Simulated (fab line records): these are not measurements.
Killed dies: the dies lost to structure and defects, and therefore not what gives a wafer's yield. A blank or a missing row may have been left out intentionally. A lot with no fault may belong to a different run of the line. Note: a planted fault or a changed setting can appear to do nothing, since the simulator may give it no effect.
Chamber matching	flow berkeleyCmos170	4 sister chambers for UCB170_ACTIVE_ETCH_15 on rieDiel-03
The step etches Si3N4 in CH3F/Ar/O2, stops on SiO2, target depth 242 nm, time 151 s. 14 wafers are shown with their chamber, then 7 later ones without.

## EACH WAFER AND ITS CHAMBER
wafer	chamber	throttleValvePct (%)	drypumpMotorCurrentA (A)	oesProductAu (a.u.)
L450.1	1	8.07	4.7	0.949
L450.2	3	8.29	5.7	0.923
L450.6	3	8.28	5.7	0.940
L454.1	0	7.85	5.5	0.943
L454.5	1	8.07	4.7	0.966
L454.6	0	7.88	5.6	0.935
L457.1	3	8.29	5.7	0.943
L457.2	0	7.87	5.6	0.941
L457.3	1	8.06	4.7	0.959
L464.4	2	8.19	5.5	0.952
L464.5	0	7.87	5.6	0.948
L464.6	1	8.08	4.8	0.975
L470.2	1	8.07	4.8	0.963
L470.5	0	7.85	5.6	0.938

SIGNATURES (means of the wafers above)
reading	chamber 0	chamber 1	chamber 2	chamber 3	scatter within a chamber
throttleValvePct	7.8640	8.0700	8.1900	8.2867	0.00993
drypumpMotorCurrentA	5.580	4.740	5.500	5.700	0.0447
oesProductAu	0.94100	0.96240	0.95200	0.93533	0.00833
Rule: for a wafer and a chamber, the distance is found by dividing, reading by reading, the gap between the wafer's reading and the chamber's mean by the reading's scatter, squaring, summing and taking the root. The wafer belongs to the nearest chamber; if the next one is less than 2 further off, it can't be placed. The scatter: take each reading less its chamber's mean, square it, sum over the shown wafers, divide by the number of wafers less the number of chambers, and take the root.

## WAFERS WITHOUT THEIR CHAMBER
wafer	throttleValvePct (%)	drypumpMotorCurrentA (A)	oesProductAu (a.u.)
L470.6	8.28	5.7	0.929
L471.1	8.08	4.7	0.957
L471.4	8.19	5.5	0.938
L471.5	7.86	5.6	0.924
L473.2	7.88	5.6	0.937
L473.3	8.28	5.7	0.943
L473.5	8.07	4.7	0.957

## EACH ONE'S CHAMBER
wafer	from the rows above	in truth
L470.6	3	3
L471.1	1	1
L471.4	2	2
L471.5	0	0
L473.2	0	0
L473.3	3	3
L473.5	1	1
Placed correctly: 7 of 7. Number that these rows cannot place: 0. Wrongly placed: 0.
